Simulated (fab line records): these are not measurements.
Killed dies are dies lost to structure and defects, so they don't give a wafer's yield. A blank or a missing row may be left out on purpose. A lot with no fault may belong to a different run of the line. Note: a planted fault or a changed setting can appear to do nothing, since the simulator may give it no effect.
What tool caused it? ; flow rit-cmos ; 14 lots, 42 wafers sampled, at 3 steps of a route of 202

== WHAT EACH GAUGE READ, for each wafer ==
RIT_NRETRO_TW_MEAS_10. Usual: NRETRO_TW 1047, standard deviation 4.3.
lot;measured;on;NRETRO_TW;flag
L995;day 2 11:05;film-metro-02;1046 1046 1046;
L996;day 2 14:59;film-metro-03;1042 1048 1046;
L997;day 2 17:08;film-metro-04;1048 1043 1049;
L998;day 2 23:25;film-metro-02;1043 1042 1045;
L100;day 3 09:07;film-metro-03;1043 1042 1043;
L101;day 3 14:10;film-metro-02;1050 1057 1052;
L102;day 3 19:07;film-metro-03;1041 1044 1041;
L104;day 4 06:53;film-metro-02;30 30 30;OFF
L105;day 4 11:50;film-metro-04;30 30 30;OFF
L110;day 5 12:10;film-metro-03;1041 1048 1050;
L112;day 5 23:59;film-metro-03;1048 1044 1050;
L113;day 6 04:32;film-metro-04;1046 1048 1049;
L114;day 6 07:22;film-metro-02;1054 1050 1052;
L115;day 6 15:37;film-metro-04;1043 1047 1049;

RIT_PRETRO_TW_MEAS_10. Usual: PRETRO_TW 472.9, standard deviation 2.2.
lot;measured;on;PRETRO_TW;flag
L995;day 2 12:49;film-metro-02;472.3 471.2 471.7;
L996;day 2 16:44;film-metro-02;472.8 471.9 473.2;
L997;day 2 18:53;film-metro-02;475.9 472.3 471.5;
L998;day 3 01:10;film-metro-01;473.2 471.4 473.5;
L100;day 3 10:48;film-metro-01;471.3 473.1 474.0;
L101;day 3 15:43;film-metro-02;475.8 473.6 476.1;
L102;day 3 20:40;film-metro-03;472.9 471.4 471.0;
L104;day 4 08:34;film-metro-01;29.7 29.7 29.7;OFF
L105;day 4 13:31;film-metro-01;29.6 29.6 29.7;OFF
L110;day 5 13:44;film-metro-02;472.4 474.1 474.3;
L112;day 6 01:45;film-metro-01;472.6 471.6 471.1;
L113;day 6 06:13;film-metro-01;471.6 471.2 469.9;
L114;day 6 09:04;film-metro-02;476.2 473.8 475.2;
L115;day 6 17:10;film-metro-03;469.5 470.7 470.4;

== EACH LOT AND THE TOOL THAT RAN IT (in order: tool; ch and the chambers of the sampled wafers; start) ==
lot;RIT_PWELL_STRIP_09
L995;plasma-asher-04 ch 0,1, day 2 03:34
L996;plasma-asher-02 ch 0,1, day 2 06:53
L997;plasma-asher-01 ch 0,1, day 2 09:41
L998;plasma-asher-04 ch 0,1, day 2 16:22
L100;plasma-asher-04 ch 0,1, day 3 01:01
L101;plasma-asher-01 ch 0,1, day 3 05:58
L102;plasma-asher-02 ch 0,1, day 3 11:11
L104;plasma-asher-04 ch 0, day 3 22:36
L105;plasma-asher-02 ch 0,1, day 4 02:05
L110;plasma-asher-02 ch 0,1, day 5 03:39
L112;plasma-asher-04 ch 0,1, day 5 16:56
L113;plasma-asher-04 ch 0,1, day 5 18:58
L114;plasma-asher-02 ch 0,1, day 5 23:32
L115;plasma-asher-04 ch 0,1, day 6 07:59
- RIT_PWELL_STRIP_09: strips in O2, time 180 s.

== WHAT THE TOOLS THEMSELVES READ (means of the sampled wafers that have a number; where no wafer has one, the mark that the record gives instead) ==
RIT_PWELL_STRIP_09. Usual: chamber-pressure-mTorr 4000 mTorr, standard deviation 3.7; drypump-motor-current-A 5.8 A, standard deviation 0.47; o2-flow-sccm 4001 sccm, standard deviation 13.
lot;tool;chamber-pressure-mTorr (mTorr);drypump-motor-current-A (A);o2-flow-sccm (sccm);flag
L995;plasma-asher-04;4001;6.4;4014;
L996;plasma-asher-02;4001;5.5;4001;
L997;plasma-asher-01;4000;5.3;4026;
L998;plasma-asher-04;4000;6.4;4003;
L100;plasma-asher-04;3998;6.4;4003;
L101;plasma-asher-01;4000;5.4;4002;
L102;plasma-asher-02;4002;5.5;3996;
L104;plasma-asher-04;-;-;-;OFF
L105;plasma-asher-02;-;-;-;OFF
L110;plasma-asher-02;3998;5.5;3997;
L112;plasma-asher-04;4000;6.4;4010;
L113;plasma-asher-04;3999;6.4;3994;
L114;plasma-asher-02;4001;5.5;3999;
L115;plasma-asher-04;4001;6.2;3999;

== THE ANSWER, worked out from the rows above alone ==
Rule: lot off if the mean of its wafers having a number is beyond 3 standard deviations from the usual mean. A lot without any number at a reading at which 4 lots or more have one is off too. Any other lot the step has rows for is counted as sound. Order of review: gauges by route order, followed by the tools' own readings, for which a lot's mean as printed above is used. At the first step where some lot is off, the reading lying furthest off is the one used; lots without a number count as furthest.
Off: L104, L105, at RIT_NRETRO_TW_MEAS_10 (NRETRO_TW).
A tool fits if, at a process step before that reading, it ran every lot that is off, and no sound lot after the first of them. Not tried: the gauges at RIT_NRETRO_TW_MEAS_10; whatever is off there is also off at RIT_PRETRO_TW_MEAS_10, on other tools, and gauge error can't account for it. None of those tried fits.

== WHAT THE SIMULATOR HAD PUT IN ==
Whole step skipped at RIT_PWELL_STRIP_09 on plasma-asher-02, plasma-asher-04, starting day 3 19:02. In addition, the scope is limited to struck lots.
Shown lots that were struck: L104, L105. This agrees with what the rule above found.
